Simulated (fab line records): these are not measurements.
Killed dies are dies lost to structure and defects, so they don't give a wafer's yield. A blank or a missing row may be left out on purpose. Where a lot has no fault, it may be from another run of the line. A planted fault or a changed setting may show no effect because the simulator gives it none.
2 desks, one fault -- flow berkeleyCmos170 -- each desk has only its own numbers; what lay behind them comes last

## AT THE METROLOGY DESK
Means of the sampled wafers that have a number, per lot and without regard to the tool the lot ran on: this is what the gauges read. Marked OUT: a lot whose mean sits more than 4 standard deviations from the usual mean, which makes it out of limits; the brackets give that distance.
Columns: A = cdNm at UCB170_NSD_CD_MEAS_06, usual 1199.8 nm; B = NSD_OVL at UCB170_NSD_OVL_MEAS_07, usual 0 nm; C = CONTACT_OVL at UCB170_CONTACT_OVL_MEAS_16, usual 2 nm
lot,first seen here,A,B,C
L519,day 7 14:43,1199.0,-5,-2
L523,day 7 23:08,1198.9,6,0
L522,day 7 23:25,1198.9,5,-2
L526,day 8 02:32,1199.9,-2,3
L524,day 8 02:46,1199.5,-6,-3
L525,day 8 05:29,1199.5,3,6
L527,day 8 17:20,1200.8,0,2
L529,day 8 17:44,1200.2,3,0
L528,day 8 17:47,1199.9,5,0
L530,day 9 06:23,1198.6,1,4
L531,day 9 23:43,1199.1,-6,4
L533,day 10 18:08,1198.4,-4,266 (+53) OUT
L536,day 10 18:24,1199.8,-3,258 (+51) OUT
L538,day 11 13:54,1198.9,0,268 (+53) OUT
L541,day 12 03:36,1199.3,-6,-5
Finding of this desk: L533, L536, L538 out of limits, first seen on L533 at day 11 03:16 (CONTACT_OVL at UCB170_CONTACT_OVL_MEAS_16). In limits: L519, L523, L522, L526, L524, L525, L527, L529, L528, L530, L531, L541.

## DESK OF THE TOOL OWNER: krfScanner-02
The tool's own readings at UCB170_CONTACT_EXPOSE_12 (exposes mask CONT, target cd 700 nm): means of the sampled wafers that have a number, for each lot that ran on this tool. Marked OUT: a lot whose mean sits more than 4 standard deviations from the usual mean, which makes it out of limits; the brackets give that distance.
Columns: A = exposureDoseMJCm2 at UCB170_CONTACT_EXPOSE_12, usual 34.96
lot,first seen here,A
L519,day 7 21:53,34.93
L523,day 8 05:44,34.99
L522,day 8 06:58,34.97
L526,day 8 08:27,34.97
L524,day 8 08:30,34.90
L525,day 8 12:26,34.97
L527,day 8 23:28,34.94
L529,day 8 23:56,34.96
L530,day 9 15:32,34.95
L533,day 11 02:23,34.96
L536,day 11 02:50,34.99
L538,day 11 21:44,34.92
Finding of this desk: none of the 12 lots has anything out of limits.

## PUT TOGETHER
The metrology desk could have raised an alarm at day 11 03:16, on L533, L536, L538.
Nothing out of limits was seen by the tool owner's desk.
On record at the tool owner's desk: L533, L536, L538, within its limits.
Of the lots named, all ran UCB170_CONTACT_EXPOSE_12 on krfScanner-02.

## WHAT WAS PUT IN BY THE SIMULATOR
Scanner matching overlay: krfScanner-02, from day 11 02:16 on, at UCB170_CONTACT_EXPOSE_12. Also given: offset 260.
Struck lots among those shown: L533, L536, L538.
Hours from the fault's start to each desk's first reading out of limits: the metrology desk, 1.
